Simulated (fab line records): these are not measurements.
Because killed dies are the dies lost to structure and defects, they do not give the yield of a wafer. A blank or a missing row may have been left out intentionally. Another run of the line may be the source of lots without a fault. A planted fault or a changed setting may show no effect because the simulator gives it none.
fab line records -- flow rit-cmos
record: lots: 13, wafers: 39, last-day: 7
route steps=202 shown SPACER@126 M1@202
lots untouched by any fault: they come from a run of this same line in which no faults occurred
start-h: hours from the record's first day to the start of the lot's first wafer shown -- wait-h: hours from the lot's prior step to this one -- " as in the row above -- L1.1+2: several wafers, shown together as one row -- - no value present, or no start provided -- * or withheld: withheld -- < > ~ a bound
route shown NAME@n: names a module that has steps shown in the file, with the first one's number in the route -- usual: mean and standard deviation over wafers with no fault -- same: alike in all rows -- chamber/n: place in a boat -- sites: each site's reading -- _std_site: how widely they spread, as a standard deviation -- _edge_site: inner sites' mean taken away from outer sites' mean -- radius-mm: how far each site lies from the wafer's centre -- mask NAME#n: copy n -- behind: the tool/chamber that last shaped the wafer -- hold: what put the lot on hold/how long, in hours/how the hold closed -- device: whichever transistor did not switch (one of n, p or np) -- end of line: at the end of the route, the tests of the same wafers -- where a step has no rows: the recipe by itself -- killed: at the first sort, the dies lost to defects and structure; wafer yield is something else -- map: the dies of a wafer, with x for killed, . for not killed, _ for no die there
set.NAME: the setting as run; set.NAME@STEP: as run at that earlier step -- model.NAME: the simulator's own value behind a step, which no gauge read
a sample of lots followed through the steps of the route, with each step as a table and each wafer as a row
services: a tool's chamber out of use, with start hour (start-h, from the record's first day; less than 0 if before it), hours out, and reason
== steps ==
step: RIT_SPACER_CLEAN_01
recipe: chemistry: dHF, dilution: 50:1, time-s: 28.79
lot.wafer,tool,chamber,start-h,wait-h
L107.1+2+4,wet-bench-04,2,50.72,0.0
L109.2+4+6,wet-bench-03,2,61.17,0.0
L111.2+3+5,wet-bench-04,1,69.40,0.0
L112.1+4+6,wet-bench-03,2,73.77,0.0
L113.2+3+4,wet-bench-01,2,84.15,0.0
L114.1+2+5,wet-bench-03,0,86.72,0.0
L115.2+4+5,wet-bench-03,0,89.67,0.0
L117.2+4+5,wet-bench-03,2,100.27,0.0
L118.2+4+6,wet-bench-03,1,103.39,0.0
L120.2+4+5,wet-bench-01,2,113.82,0.0
L121.1+5+6,wet-bench-03,0,123.23,0.0
L122.1+2+4,wet-bench-03,0,130.42,0.0
L124.1+3+4,wet-bench-01,2,143.43,0.0
step: RIT_M1_PROBE_99
usual: killed-at-contacts: 0.1/0.3, killed-at-front-end: 6.5/2.9, killed-dies: 6.6/3, killed-on-rim: 1.6/1.3, killed-open: 3.3/2, killed-short: 3.3/1.9
same: gross-dies: 264, killed_at_M0_to_M3: 0, killed_at_M4_up: 0, killed-at-back-side: 0, killed-at-other: 0
lot.wafer,tool,chamber,start-h,wait-h,killed-at-contacts,killed-at-front-end,killed-dies,killed-on-rim,killed-open,killed-short
L107.1,prober-02,-,66.18,0.1,0,4,4,2,3,1
L107.2,prober-02,-,66.23,0.1,0,12,12,5,5,7
L107.4,prober-02,-,66.33,0.2,0,4,4,1,2,2
L113.2,prober-02,-,100.04,0.1,0,7,7,1,2,5
L113.3,prober-02,-,100.09,0.2,0,7,7,3,3,4
L113.4,prober-02,-,100.14,0.2,0,7,7,1,3,4
L118.2,prober-01,-,116.43,0.1,0,2,2,1,1,1
L118.4,prober-01,-,116.53,0.2,0,5,5,2,3,2
L118.6,prober-01,-,116.63,0.2,0,12,12,3,7,5
L120.2,prober-01,-,129.44,0.1,1,8,9,3,5,4
L120.4,prober-01,-,129.54,0.2,0,5,5,2,2,3
L120.5,prober-01,-,129.59,0.2,0,5,5,0,4,1
L122.1,prober-01,-,147.18,0.1,0,52,52,12,5,4
L122.2,prober-01,-,147.23,0.1,0,51,51,9,4,3
L122.4,prober-01,-,147.33,0.2,0,45,45,8,3,4
L124.1,prober-01,-,159.36,0.1,0,5,5,1,2,3
L124.3,prober-01,-,159.46,0.2,0,3,3,0,2,1
L124.4,prober-01,-,159.51,0.2,0,2,2,0,0,2
killed by level:class
L107.1 GATE:geometric-particle:open=1 GATE:geometric-particle:short=1 REOX:geometric-particle:open=1 SPACER:geometric-particle:open=1
L107.2 GATE:geometric-particle:short=6 GATE:geometric-particle:open=4 REOX:geometric-particle:open=1 REOX:geometric-particle:short=1
L107.4 GATE:geometric-particle:short=2 GATE:geometric-particle:open=2
L113.2 GATE:geometric-particle:short=4 REOX:geometric-particle:open=1 REOX:geometric-particle:short=1 SILICIDE:geometric-particle:open=1
L113.3 GATE:geometric-particle:short=3 GATE:geometric-particle:open=2 FOX2:geometric-particle:open=1 FOX2:geometric-particle:short=1
L113.4 GATE:geometric-particle:short=3 GATE:geometric-particle:open=3 SILICIDE:geometric-particle:short=1
L118.2 FOX1:geometric-particle:short=1 GATE:geometric-particle:open=1
L118.4 GATE:geometric-particle:open=2 FOX1:geometric-particle:short=1 REOX:geometric-particle:open=1 SPACER:geometric-particle:short=1
L118.6 REOX:geometric-particle:open=4 GATE:geometric-particle:short=2 FOX1:geometric-particle:short=1 FOX1:geometric-particle:open=1 GATE:geometric-particle:open=1 SPACER:geometric-particle:short=1 SILICIDE:geometric-particle:open=1 SILICIDE:geometric-particle:short=1
L120.2 FOX1:geometric-particle:short=3 SPACER:geometric-particle:open=2 FOX2:geometric-particle:open=1 GATE:geometric-particle:open=1 REOX:geometric-particle:short=1 CONTACT:geometric-particle:open=1
L120.4 REOX:geometric-particle:open=2 SPACER:geometric-particle:short=2 REOX:geometric-particle:short=1
L120.5 SPACER:geometric-particle:open=3 FOX1:geometric-particle:short=1 FOX2:geometric-particle:open=1
L122.1 SPACER:unspecified=43 SILICIDE:geometric-particle:open=3 GATE:geometric-particle:short=2 GATE:geometric-particle:open=1 REOX:geometric-particle:open=1 SPACER:geometric-particle:short=1 SILICIDE:geometric-particle:short=1
L122.2 SPACER:unspecified=44 GATE:geometric-particle:open=3 FOX1:geometric-particle:short=1 FOX2:geometric-particle:short=1 FOX2:geometric-particle:open=1 REOX:geometric-particle:short=1
L122.4 SPACER:unspecified=38 SPACER:geometric-particle:short=2 GATE:geometric-particle:short=1 GATE:geometric-particle:open=1 REOX:geometric-particle:short=1 REOX:geometric-particle:open=1 SPACER:geometric-particle:open=1
L124.1 GATE:geometric-particle:open=1 REOX:geometric-particle:short=1 SPACER:geometric-particle:short=1 SPACER:geometric-particle:open=1 SILICIDE:geometric-particle:short=1
L124.3 GATE:geometric-particle:open=1 SILICIDE:geometric-particle:open=1 SILICIDE:geometric-particle:short=1
L124.4 REOX:geometric-particle:short=1 SPACER:geometric-particle:short=1
== services ==
tool,chamber,start-h,hours,kind
wet-bench-04,-,43.60,3.0,repair
== key ==
first-sign: step: RIT_M1_PROBE_99, reading: killed-at-front-end, direction: up, sigmas: 15, usual: 6.5, struck: 49.3
effect: step: RIT_M1_PROBE_99, reading: killed-dies, direction: up, sigmas: 14, usual: 6.6, struck: 49.3
met-at RIT_SPACER_CLEAN_01
struck-lots L122
struck-wafers L122.1,L122.2,L122.4
tester-left-out L122
onset-between 123.23 130.42
fault: kind: chamber-particle-source, tool: wet-bench-03, chamber: 0, onset-h: 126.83, steps: RIT_SPACER_CLEAN_01, rate-per-visit-cm2: 2.2411, end-h: 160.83
tester-left-out: of these lots the tester's yield and bins aren't shown, on N5 and GAA mostly nor the transistor test; their killed dies are dies lost to structure and defects alone, not to doping, threshold or leakage, so they don't give the yield
